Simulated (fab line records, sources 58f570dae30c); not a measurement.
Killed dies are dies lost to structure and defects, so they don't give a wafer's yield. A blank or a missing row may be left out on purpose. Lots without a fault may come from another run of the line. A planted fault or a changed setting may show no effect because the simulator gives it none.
Which tool did it? | flow berkeley_cmos170 | 14 lots, 42 wafers sampled, at 5 steps of a route of 331

WHAT THE GAUGES READ, wafer by wafer
UCB170_ACTIVE_THK_MEAS_03.
lot  | measured    | on            | ACTIVE_OXIDE_THK (nm)
L779 | day 4 07:17 | film_metro-03 | 26.5 26.0 26.1
L778 | day 4 13:08 | film_metro-01 | 27.2 26.9 27.3
L782 | day 5 03:32 | film_metro-02 | 26.3 26.5 26.5
L785 | day 5 18:05 | film_metro-02 | 25.8 25.6 25.6
L786 | day 6 02:44 | film_metro-01 | 25.3 25.7 26.2
L790 | day 6 17:46 | film_metro-03 | 27.5 27.3 27.3
L791 | day 6 17:44 | film_metro-01 | 27.0 26.8 27.0
L792 | day 7 09:28 | film_metro-02 | 26.6 26.7 26.8
L793 | day 8 02:10 | film_metro-01 | 26.9 26.9 26.6
L794 | day 8 02:10 | film_metro-02 | 26.3 26.6 26.5
L796 | day 8 13:50 | film_metro-03 | 26.6 27.0 27.0
L798 | day 8 13:51 | film_metro-01 | 26.0 26.0 25.8
L799 | day 9 06:32 | film_metro-02 | 25.9 25.9 26.1
L800 | day 9 06:32 | film_metro-03 | 26.9 26.6 26.8

UCB170_GATE_THK_MEAS_02.
lot  | measured     | on            | GATE_OXIDE_THK (nm)
L779 | day 6 13:30  | film_metro-04 | 6.49 6.72 6.72
L778 | day 6 22:27  | film_metro-04 | 6.66 6.78 6.67
L782 | day 7 15:46  | film_metro-03 | 6.61 6.65 6.60
L785 | day 8 07:35  | film_metro-02 | 6.97 6.85 6.82
L786 | day 9 00:38  | film_metro-04 | 6.66 6.60 6.68
L790 | day 9 18:13  | film_metro-04 | 6.59 6.56 6.48
L791 | day 9 18:08  | film_metro-04 | 6.67 6.71 6.85
L792 | day 10 08:14 | film_metro-02 | 6.69 6.62 6.69
L793 | day 10 17:07 | film_metro-03 | 6.37 6.29 6.40
L794 | day 10 17:07 | film_metro-04 | 6.49 6.56 6.64
L796 | day 11 03:11 | film_metro-04 | 6.64 6.56 6.59
L798 | day 11 03:12 | film_metro-02 | 6.54 6.51 6.53
L799 | day 11 12:25 | film_metro-03 | 6.57 6.57 6.46
L800 | day 11 12:25 | film_metro-02 | 6.72 6.75 6.71

UCB170_PLDD_TW_MEAS_11.
lot  | measured     | on            | PLDD_TW
L779 | day 7 01:24  | film_metro-03 | 1004 1006 1003
L778 | day 7 10:14  | film_metro-01 | 1003 1006 1003
L782 | day 8 07:32  | film_metro-02 | 1017 1012 1010
L785 | day 9 03:36  | film_metro-01 | 1420 1407 1413 1407 1415 1410
L786 | day 9 10:17  | film_metro-02 | 1423 1418 1417 1423 1424 1427
L790 | day 10 07:05 | film_metro-03 | 1000 1003 1003
L791 | day 10 07:34 | film_metro-01 | 1003 1000 1007
L792 | day 10 17:55 | film_metro-01 | 1005 1002 1007
L793 | day 11 05:00 | film_metro-02 | 1009 1008 1008
L794 | day 11 04:43 | film_metro-03 | 1006 1008 1003
L796 | day 11 16:39 | film_metro-02 | 1003 1003 1009
L798 | day 11 16:13 | film_metro-03 | 1009 1008 1006
L799 | day 11 23:38 | film_metro-01 | 1012 1011 1011
L800 | day 11 23:20 | film_metro-02 | 1003 1006 1003

WHICH TOOL RAN EACH LOT (tool, then ch and the chambers of the sampled wafers, then the start)
lot  | UCB170_ZERO_STRIP_07                | UCB170_PLDD_IMPLANT_08
L779 | plasma_asher-04 ch 0,1, day 1 22:56 | implanter-02 ch 0, day 7 01:02
L778 | plasma_asher-01 ch 0,1, day 1 23:13 | implanter-01 ch 0, day 7 09:52
L782 | plasma_asher-01 ch 0,1, day 2 17:43 | implanter-04 ch 0, day 8 07:10
L785 | plasma_asher-01 ch 0,1, day 3 05:11 | implanter-04 ch 0, day 9 03:12
L786 | plasma_asher-03 ch 0,1, day 3 14:37 | implanter-04 ch 0, day 9 09:53
L790 | plasma_asher-01 ch 0,1, day 4 09:49 | implanter-02 ch 0, day 10 06:43
L791 | plasma_asher-04 ch 0,1, day 4 10:23 | implanter-01 ch 0, day 10 07:10
L792 | plasma_asher-03 ch 0,1, day 4 19:35 | implanter-02 ch 0, day 10 17:31
L793 | plasma_asher-01 ch 0, day 5 03:14   | implanter-01 ch 0, day 11 04:37
L794 | plasma_asher-04 ch 0,1, day 5 03:30 | implanter-02 ch 0, day 11 04:20
L796 | plasma_asher-03 ch 0,1, day 5 11:42 | implanter-02 ch 0, day 11 16:15
L798 | plasma_asher-03 ch 0,1, day 6 00:37 | implanter-02 ch 0, day 11 15:50
L799 | plasma_asher-03 ch 0,1, day 6 07:02 | implanter-02 ch 0, day 11 23:14
L800 | plasma_asher-01 ch 0,1, day 6 12:50 | implanter-04 ch 0, day 11 22:56
- UCB170_ZERO_STRIP_07: strips in O2.
- UCB170_PLDD_IMPLANT_08

WHAT THE TOOLS THEMSELVES READ (means of the sampled wafers that have a number; where no wafer has one, the mark that the record gives instead)
UCB170_ZERO_STRIP_07.
lot  | tool            | drypump_motor_current_A (A) | oes_product_au (a.u.) | strip_time_to_endpoint_s (s)
L779 | plasma_asher-04 | 5.7                         | 0.730                 | 21.42
L778 | plasma_asher-01 | 5.5                         | 0.733                 | 21.51
L782 | plasma_asher-01 | 5.5                         | 0.726                 | 21.55
L785 | plasma_asher-01 | 5.9                         | 0.727                 | 21.53
L786 | plasma_asher-03 | 5.2                         | 0.725                 | 21.43
L790 | plasma_asher-01 | 5.5                         | 0.727                 | 21.40
L791 | plasma_asher-04 | 5.5                         | 0.732                 | 21.55
L792 | plasma_asher-03 | 5.2                         | 0.725                 | 21.54
L793 | plasma_asher-01 | 5.1                         | 0.725                 | 21.46
L794 | plasma_asher-04 | 5.5                         | 0.726                 | 21.54
L796 | plasma_asher-03 | 5.6                         | 0.730                 | 21.57
L798 | plasma_asher-03 | 5.7                         | 0.725                 | 21.57
L799 | plasma_asher-03 | 5.6                         | 0.726                 | 21.50
L800 | plasma_asher-01 | 5.5                         | 0.731                 | 21.41

UCB170_PLDD_IMPLANT_08.
lot  | tool         | beam_on_s (s) | dose_ions_cm2 | faraday_current_uA
L779 | implanter-02 | 9.92          | 4.995e+13     | 159.5
L778 | implanter-01 | 9.93          | 5.000e+13     | 159.9
L782 | implanter-04 | 10.08         | 5.004e+13     | 157.5
L785 | implanter-04 | 40.40         | 2.500e+14     | 196.5
L786 | implanter-04 | 40.77         | 2.500e+14     | 193.8
L790 | implanter-02 | 10.05         | 5.003e+13     | 157.6
L791 | implanter-01 | 10.25         | 4.998e+13     | 154.7
L792 | implanter-02 | 10.20         | 4.997e+13     | 155.3
L793 | implanter-01 | 9.97          | 5.004e+13     | 159.4
L794 | implanter-02 | 10.19         | 5.006e+13     | 155.9
L796 | implanter-02 | 10.08         | 4.996e+13     | 157.7
L798 | implanter-02 | 10.16         | 4.994e+13     | 156.5
L799 | implanter-02 | 9.90          | 4.994e+13     | 160.2
L800 | implanter-04 | 9.89          | 4.997e+13     | 160.2

THE ANSWER, worked out from the rows above alone
Rule: what is usual is taken from the lots themselves. Put in order of their means at a reading, lots are off if they are a third of the lots or fewer, leave a main group of 4 or more, and stand apart from it by a gap of 3 or more times the standard deviation of the main group's means; of several such gaps the widest counts. A main group whose means are all the same, to the digits that the tables above print for the reading, isn't used. A lot without any number at a reading at which 4 lots or more have one is off too. The other lots that the step has rows for count as sound. The gauges are gone through in route order, then the tools' own readings, and for those a lot's mean is taken as printed above. The first step at which some lot is off is used, and at that step the reading that is off furthest; a lot without a number counts as furthest.
Off: L785, L786, at UCB170_PLDD_TW_MEAS_11 (PLDD_TW). The main group: mean 1006, standard deviation 3.2.
A tool fits if, at a process step before that reading, it ran every lot that is off, and no sound lot after the first of them. The gauges at UCB170_PLDD_TW_MEAS_11 aren't tried: what is off there is off at UCB170_PLDD_IMPLANT_08 too, on other tools, and a gauge's error can't cause that. None of those tried fits.

WHAT THE SIMULATOR HAD PUT IN
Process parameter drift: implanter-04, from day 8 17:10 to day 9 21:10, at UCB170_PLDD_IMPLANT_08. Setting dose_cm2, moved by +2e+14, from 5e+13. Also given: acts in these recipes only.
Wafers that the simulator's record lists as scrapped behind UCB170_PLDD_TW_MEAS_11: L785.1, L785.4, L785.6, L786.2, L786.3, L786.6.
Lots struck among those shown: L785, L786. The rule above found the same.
